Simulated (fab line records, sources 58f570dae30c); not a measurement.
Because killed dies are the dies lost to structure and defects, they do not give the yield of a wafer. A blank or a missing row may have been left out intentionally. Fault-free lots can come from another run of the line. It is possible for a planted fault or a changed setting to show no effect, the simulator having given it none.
What tool caused it? / flow berkeley_cmos170 / route of 331 steps, sampled at 1 step: 7 lots, 21 wafers

== WHAT EACH GAUGE READ, for each wafer ==
UCB170_V1_CD_MEAS_90: the cd target is 700 nm.
lot=L139; measured=day 7 19:59; on=cd_sem-01; cd_nm (nm)=700.1 700.0 698.6
lot=L142; measured=day 7 22:24; on=cd_sem-02; cd_nm (nm)=697.2 698.5 700.6
lot=L148; measured=day 9 05:14; on=cd_sem-01; cd_nm (nm)=698.9 700.6 700.6
lot=L151; measured=day 9 23:50; on=cd_sem-01; cd_nm (nm)=701.1 699.4 699.2
lot=L155; measured=day 10 22:25; on=cd_sem-02; cd_nm (nm)=698.4 700.3 701.7
lot=L158; measured=day 11 10:59; on=cd_sem-02; cd_nm (nm)=698.5 699.9 699.5
lot=L157; measured=day 11 12:43; on=cd_sem-01; cd_nm (nm)=698.5 695.8 698.0

== TOOL THAT RAN EACH LOT (tool first, then ch and the chambers of the sampled wafers, then the start) ==
There is no process step in the record ahead of these readings.

== THE ANSWER, worked out from the rows above alone ==
Rule: usual is defined by the lots themselves. The widest of any qualifying gaps counts: lots, ordered by their means at a reading, are off when they make up no more than a third of the lots, leave a main group of 4 or more, and stand apart from it by 3 or more times the standard deviation of that group's means. The tables above print the reading to a certain number of digits; a main group whose means all agree to those digits is not used. Also off: a lot with no number at a reading for which 4 or more lots have one. Any other lot the step has rows for is counted as sound.
No lot is off on any of the readings shown, so nothing can be concluded from this.

== WHAT HAD BEEN PUT IN BY THE SIMULATOR ==
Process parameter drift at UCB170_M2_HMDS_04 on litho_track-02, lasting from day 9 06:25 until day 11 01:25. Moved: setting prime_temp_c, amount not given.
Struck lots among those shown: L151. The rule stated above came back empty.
